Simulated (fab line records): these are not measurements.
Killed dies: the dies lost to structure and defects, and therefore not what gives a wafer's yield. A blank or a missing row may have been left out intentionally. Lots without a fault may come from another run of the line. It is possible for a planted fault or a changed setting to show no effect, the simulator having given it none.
8D (eight disciplines) problem report, filled in by code + flow rit-cmos + the parts of the form that need people (team, actions taken, sign-off) are left out

## 1. THE PROBLEM
At RIT_CONTACT_CD_MEAS_08, cd-nm averages 937.9 nm over 6 wafers from 2 lots, while fault-free wafers read 999.4 nm, standard deviation 1.8. That is -34 standard deviations from the usual mean.
The step: target cd 1000 nm.
First observed at day 5 05:56: wafer L426.1, on cd-sem-02. The record has a number at this step for 42 wafers belonging to 14 lots. Rule for "out", or "out of limits": more than 4 standard deviations from the usual mean. The rest of the wafers with a number are treated as sound.

## 2. WHAT IT IS AND WHAT IT IS NOT
| question                    | is                     | is not                                                                                       |
|-----------------------------|------------------------|----------------------------------------------------------------------------------------------|
| which readings at this step | cd-nm                  | -                                                                                            |
| which lots                  | L426, L427             | L417, L418, L419, L420, L421, L423, L424, L430, L436, L437, L438, L440                       |
| which wafers of those lots  | all that have a number | -                                                                                            |
| read on which gauges        | cd-sem-01, cd-sem-02   | -                                                                                            |
| when                        | from day 5 05:56       | up to then (21 sound wafers); but 15 sound wafers of L430, L436, L437, L438, L440 came after |

## 3. THE SUSPECTS, EACH WITH WHAT RULES IT OUT
Counting: a tool at any process step up to the reading remains a suspect when it ran all the lots that are out and ran no sound lot after the first of those.
- the gauge at RIT_CONTACT_CD_MEAS_08 is ruled out. The wafers that are out were read on 2 gauges (cd-sem-01, cd-sem-02).
- iline-stepper-01 at RIT_CONTACT_EXPOSE_05 (exposes mask M11, target cd 1000 nm): kept. It processed each lot that is out, first L426 at day 5 05:26, and no sound lot thereafter; up to then, the last sound lot it processed was L424 at day 4 15:58. On those wafers its own readings are out: exposure-dose-mJ-cm2.
Remaining after the count: iline-stepper-01 at RIT_CONTACT_EXPOSE_05.

## 4. THE CAUSE (what the simulator had put in)
Drift in process parameters on iline-stepper-01 at RIT_CONTACT_EXPOSE_05, starting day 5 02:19. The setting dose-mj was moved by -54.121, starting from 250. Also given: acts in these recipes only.
The count eliminated every tool but this one.

## 5. SEQUENCE OF EFFECTS, ordered by route
Rows list readings where the struck wafers' mean (over those with a number) sits beyond 3 standard deviations from the usual. Only readings for which the record gives a usual standard deviation are gone through. hours: the time from each lot's start at the first step in this table that gives one to its start at this step, as a median over the lots. sigmas: the change in usual standard deviations.
| hours | step                   | reading              | usual    | on struck wafers | change | sigmas      |
|-------|------------------------|----------------------|----------|------------------|--------|-------------|
| 0     | RIT_CONTACT_EXPOSE_05  | exposure-dose-mJ-cm2 | 249.88   | 201.11           | -48.77 | -99 or more |
| 1     | RIT_CONTACT_CD_MEAS_08 | cd-nm                | 999.4 nm | 937.9            | -61.5  | -34         |
It contains these process steps:
- RIT_CONTACT_EXPOSE_05: exposes mask M11, target cd 1000 nm.

## 6. HOW IT WOULD HAVE BEEN CAUGHT EARLIER
Counted from the fault's start at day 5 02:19, it took 4 hours until the first out-of-limits reading at a measuring or inspecting step in this record, taken at day 5 05:56.
The tool's own readings at RIT_CONTACT_EXPOSE_05 were out on every struck wafer that the step has a row for (exposure-dose-mJ-cm2): an alarm limit on them would have fired on the first of those.
Among the 2 lots that are out, L427 began RIT_CONTACT_EXPOSE_05 on iline-stepper-01 after day 5 05:56. A hold on the tool at that time would have spared it.
